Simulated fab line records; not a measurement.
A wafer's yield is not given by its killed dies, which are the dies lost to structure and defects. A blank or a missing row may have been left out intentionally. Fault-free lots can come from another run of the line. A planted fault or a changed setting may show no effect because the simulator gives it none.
Comparing a struck lot with a sound one / flow rit cmos / 14 steps out of a route of 202
Sound: wafers L101.1, L101.3, L101.5. Wafers struck: L107.1, L107.4, L107.6. The cause is named last.
Each step with rows lists, per side, the tool, then ch with its chambers, then its first start. Under that, the readings that differ: sound wafers / struck wafers / difference of the means / sigmas: that difference in standard deviations of wafers without a fault.
alike: readings whose means differ by less than 2 such deviations, and words and numbers that are the same on both sides. not compared: withheld readings, readings that some wafer has no value for, bounds like >300 that may hide the same value, and numbers for which the record gives no deviation and whose values overlap.
The two part at a step that has a row with sigmas, a row that says differs or no value, or rows on one side only. Numbers that have no deviation but don't overlap get no sigmas and don't part them. Lack of a reading on every wafer of one side parts them only where that side has two or more wafers.

RIT_CONTACT_STRIP_12: strips in O2, time 180 s.
  sound on plasma asher-03 ch 0,1, day 5 05:46; struck on plasma asher-04 ch 0,1, day 6 11:50
  alike: drypump motor current A
  not compared: rf hours counter h
RIT_CONTACT_CD_MEAS_90 targets a cd of 1000 nm.
  sound on cd sem-01 at day 5 05:56; struck on cd sem-01 at day 6 12:01
  alike: cd nm
then, 2 steps without rows for these wafers: RIT_CONTACT_CLEAN_13 (cleans in SC1, time 600 s); RIT_CONTACT_CLEAN_14 (cleans in SC2, time 600 s).
RIT_M1_SPUTTER_00: material Al, target thk 400 nm, time 500 s.
  sound on pvd sputter-04 at day 5 06:35; struck on pvd sputter-04 at day 6 12:31
  alike: cathode dc power W, throttle valve pct
RIT_M1_RS_MEAS_01: measurement is done with a four-point probe.
  sound on film metro-01 at day 5 06:52; struck on film metro-02 at day 6 12:49
  alike: M1_AL_RS
RIT_M1_THK_MEAS_02: measures by xrf.
  sound on film metro-01 at day 5 06:59; struck on film metro-02 at day 6 12:56
  alike: M1_AL_THK
then, 5 steps without rows for these wafers: RIT_M1_HMDS_03 (prime time 60 s); RIT_M1_COAT_04 (resist thk 1300 nm); RIT_M1_SOFTBAKE_05 (time 60 s); RIT_M1_EXPOSE_06 (exposes mask M12, target cd 2600 nm); RIT_M1_PEB_07.
RIT_M1_DEVELOP_08: develop time 68 s.
  struck on litho track-03, day 6 13:00; sound on litho track-04 ch 0, day 5 07:00
  no value came back on the struck wafers for chill plate temp C (C), develop time s (s), developer temp C (C); on the sound wafers chill plate temp C (C) reads 22.93 23.02 22.97
RIT_M1_CD_MEAS_09 targets a cd of 2600 nm.
  sound on cd sem-02 at day 5 08:04; struck on cd sem-02 at day 6 14:00
reading=cd nm (nm); sound=2604.6 2604.6 2603.6; struck=- - -; difference=no value on the struck wafers; sigmas=

WHERE THEY PART
First at RIT_M1_DEVELOP_08; last, within this record, at RIT_M1_CD_MEAS_09.

WHY: the cause the simulator had injected
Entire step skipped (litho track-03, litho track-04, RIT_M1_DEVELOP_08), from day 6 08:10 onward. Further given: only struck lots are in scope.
